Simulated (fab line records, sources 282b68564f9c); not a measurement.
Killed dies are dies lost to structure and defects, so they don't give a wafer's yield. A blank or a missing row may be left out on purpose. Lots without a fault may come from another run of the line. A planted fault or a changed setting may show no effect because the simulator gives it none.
One fault seen from 2 desks | flow rit_cmos | each desk has only its own numbers; what lay behind them comes last

THE TOOL OWNER'S DESK: pvd_sputter-02
The tool's own readings at RIT_SILICIDE_SPUTTER_01 (material Ti, target thk 30 nm, time 240 s): means of the sampled wafers that have a number, for each lot that ran on this tool. A lot is out of limits, marked OUT, if its mean lies more than 4 standard deviations from the usual mean; the brackets give that distance.
Columns: A = throttle_valve_pct at RIT_SILICIDE_SPUTTER_01, usual 30.0 %
lot  | first seen here | A
L103 | day 4 12:18     | 29.8
L109 | day 5 18:14     | 29.6
This desk's finding: nothing out of limits on any of the 2 lots.

THE METROLOGY DESK
What the gauges read, lot by lot, whatever tool the lot ran on: means of the sampled wafers that have a number. A lot is out of limits, marked OUT, if its mean lies more than 4 standard deviations from the usual mean; the brackets give that distance.
Columns: A = SILICIDE_TI_RS at RIT_SILICIDE_RS_MEAS_02, usual 52.6 ohm/sq; B = SILICIDE_TI_THK at RIT_SILICIDE_THK_MEAS_03, usual 29.1 nm
lot  | first seen here | A               | B
L996 | day 3 07:50     | 53.2            | 28.9
L997 | day 3 09:41     | 52.2            | 29.3
L999 | day 3 19:44     | 51.0            | 29.9
L100 | day 4 02:21     | 53.3            | 28.9
L101 | day 4 04:25     | 51.7            | 29.5
L102 | day 4 08:55     | 51.9            | 29.4
L103 | day 4 12:27     | 52.3            | 29.3
L109 | day 5 18:23     | 56.9 (+5.8) OUT | 27.7 (-4.5) OUT
L112 | day 6 11:16     | 52.0            | 29.4
L114 | day 6 20:06     | 52.2            | 29.3
L116 | day 7 06:56     | 51.7            | 29.4
L117 | day 7 11:08     | 53.3            | 28.7
L119 | day 7 20:15     | 53.2            | 28.8
This desk's finding: out of limits on L109; first on L109, day 5 18:23 (SILICIDE_TI_RS at RIT_SILICIDE_RS_MEAS_02). In limits: L996, L997, L999, L100, L101, L102, L103, L112, L114, L116, L117, L119.

PUT TOGETHER
The metrology desk could have raised an alarm at day 5 18:23, on L109.
The tool owner's desk saw nothing out of limits.
The tool owner's desk has L109 on record, within its limits.
Of the lots named, all ran RIT_SILICIDE_SPUTTER_01 on pvd_sputter-02.

WHAT THE SIMULATOR HAD PUT IN
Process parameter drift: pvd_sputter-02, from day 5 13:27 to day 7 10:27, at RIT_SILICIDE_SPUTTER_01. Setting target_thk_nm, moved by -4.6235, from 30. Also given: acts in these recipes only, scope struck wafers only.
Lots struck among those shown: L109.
Hours from the fault's start to each desk's first reading out of limits: the metrology desk, 5.
